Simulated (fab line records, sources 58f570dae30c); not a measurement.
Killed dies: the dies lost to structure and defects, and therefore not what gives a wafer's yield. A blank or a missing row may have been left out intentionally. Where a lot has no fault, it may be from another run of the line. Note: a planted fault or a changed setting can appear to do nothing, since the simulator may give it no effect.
Matching of chambers ; flow berkeleyCmos170 ; UCB170_V2_ETCH_14 on rieDiel-03 has 4 sister chambers
The step etches SiO2 in CHF3/CF4/Ar, stops on Al, target depth 1250 nm, time 291 s. 7 wafers are shown with their chamber, then 8 later ones without.

== EACH WAFER AND ITS CHAMBER ==
wafer;chamber;throttleValvePct (%);drypumpMotorCurrentA (A)
L238.1;2;6.99;5.7
L242.1;0;6.87;6.1
L242.6;1;7.14;5.0
L245.2;1;7.14;5.0
L245.3;3;6.78;4.9
L245.4;0;6.86;6.0
L256.1;3;6.80;5.0

== WAFERS WITH NO CHAMBER GIVEN ==
wafer;throttleValvePct (%);drypumpMotorCurrentA (A)
L256.2;7.15;5.1
L256.3;6.97;5.7
L259.2;6.86;6.0
L259.4;6.99;5.7
L259.6;6.86;6.0
L258.2;6.86;6.0
L258.3;7.14;5.0
L258.4;7.00;5.7

== WHICH CHAMBER EACH WENT THROUGH ==
wafer;from the rows above;in truth
L256.2;1;1
L256.3;2;2
L259.2;0;0
L259.4;2;2
L259.6;0;0
L258.2;0;0
L258.3;1;1
L258.4;2;2
8 of 8 placed correctly. From these rows, 0 cannot be placed. Placed wrongly: 0.
How it was worked out, from the rows above alone: a wafer's distance from a chamber is the root of the sum, over the readings, of the square of ((its reading less the chamber's mean) divided by the reading's scatter). The wafer belongs to the nearest chamber; if the next one is less than 2 further off, it can't be placed. Each chamber's mean is taken over the wafers shown for it. How the scatter is found: for the shown wafers, subtract from each reading the mean of its chamber, square and add these, divide the total by (wafers less chambers), then take the root.
